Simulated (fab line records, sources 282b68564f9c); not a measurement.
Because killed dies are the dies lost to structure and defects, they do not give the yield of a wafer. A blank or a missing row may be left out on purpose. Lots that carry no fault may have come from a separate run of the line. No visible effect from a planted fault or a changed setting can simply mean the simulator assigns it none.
The tool behind it: which one? ; flow ritCmos ; 13 lots with 39 wafers sampled at 2 steps, on a route of 202 steps

## WHAT EACH GAUGE READ, for each wafer
RIT_ACTIVE_THK_MEAS_04. Usual: ACTIVE_NITRIDE_THK 149.7 nm, standard deviation 1.5.
lot;measured;on;ACTIVE_NITRIDE_THK (nm);flag
L153;day 1 13:33;filmMetro-01;148.7 148.3 147.6;
L155;day 1 23:32;filmMetro-02;153.0 151.1 151.4;
L156;day 2 04:45;filmMetro-04;150.0 150.5 149.9;
L159;day 2 20:46;filmMetro-01;148.6 147.1 147.7;
L160;day 3 01:40;filmMetro-04;149.7 149.9 149.6;
L161;day 3 05:35;filmMetro-01;147.5 148.4 147.3;
L162;day 3 11:11;filmMetro-02;148.8 149.2 148.1;
L163;day 3 15:44;filmMetro-02;149.7 150.4 149.9;
L164;day 3 21:26;filmMetro-04;149.4 149.6 150.4;
L165;day 4 01:32;filmMetro-02;150.7 150.0 148.8;
L166;day 4 06:35;filmMetro-04;146.3 146.4 147.7;
L167;day 4 11:46;filmMetro-04;207.4 206.9 207.9 207.2 206.9 208.0;OFF
L175;day 6 03:32;filmMetro-02;147.9 148.3 148.3;

## TOOL THAT RAN EACH LOT (tool first, then ch and the chambers of the sampled wafers, then the start)
lot;RIT_ACTIVE_CVD_03
L153;lpcvd-02 ch 0, day 1 12:07
L155;lpcvd-02 ch 1, day 1 22:07
L156;lpcvd-01 ch 1, day 2 03:20
L159;lpcvd-01 ch 1, day 2 18:38
L160;lpcvd-01 ch 1, day 3 00:13
L161;lpcvd-01 ch 0, day 3 04:10
L162;lpcvd-01 ch 1, day 3 09:46
L163;lpcvd-02 ch 1, day 3 14:19
L164;lpcvd-02 ch 1, day 3 20:00
L165;lpcvd-02 ch 1, day 4 00:07
L166;lpcvd-01 ch 0, day 4 05:08
L167;lpcvd-02 ch 1, day 4 10:20
L175;lpcvd-01 ch 1, day 6 02:07
- RIT_ACTIVE_CVD_03: deposits Si3N4 from SiH2Cl2/NH3, target thk 150 nm, time 1500 s.

## AS READ BY THE TOOLS THEMSELVES (means over the sampled wafers that have a number; for cases with no such wafer, the mark the record gives instead)
RIT_ACTIVE_CVD_03. Usual: nh3FlowSccm 150.0 sccm, standard deviation 0.49; pressureMtorr 300.0 mTorr, standard deviation 0.6.
lot;tool;nh3FlowSccm (sccm);pressureMtorr (mTorr);flag
L153;lpcvd-02;150.2;300.5;
L155;lpcvd-02;150.4;299.6;
L156;lpcvd-01;150.4;300.2;
L159;lpcvd-01;149.2;299.8;
L160;lpcvd-01;149.9;300.2;
L161;lpcvd-01;149.3;300.6;
L162;lpcvd-01;149.6;299.6;
L163;lpcvd-02;150.1;299.5;
L164;lpcvd-02;150.7;300.3;
L165;lpcvd-02;150.7;300.2;
L166;lpcvd-01;150.5;300.2;
L167;lpcvd-02;150.0;300.6;
L175;lpcvd-01;149.9;299.9;

## THE ANSWER, worked out from the rows above alone
Rule: lot off if the mean of its wafers having a number is beyond 3 standard deviations from the usual mean. A lot without any number at a reading at which 4 lots or more have one is off too. All remaining lots with rows at the step are treated as sound. Order of review: gauges by route order, followed by the tools' own readings, for which a lot's mean as printed above is used. The first step at which some lot is off is used, and at that step the reading that is off furthest; a lot without a number counts as furthest.
Off: L167, seen at RIT_ACTIVE_THK_MEAS_04 (ACTIVE_NITRIDE_THK).
If a tool, at a process step before that reading, ran all the lots that are off and no sound lot after the first of them, it fits. The gauges at RIT_ACTIVE_THK_MEAS_04 are tried like those tools. 2 tools fit, lpcvd-02 at RIT_ACTIVE_CVD_03 and filmMetro-04 at RIT_ACTIVE_THK_MEAS_04, so this cannot tell which one it is.

## WHAT THE SIMULATOR HAD INSERTED
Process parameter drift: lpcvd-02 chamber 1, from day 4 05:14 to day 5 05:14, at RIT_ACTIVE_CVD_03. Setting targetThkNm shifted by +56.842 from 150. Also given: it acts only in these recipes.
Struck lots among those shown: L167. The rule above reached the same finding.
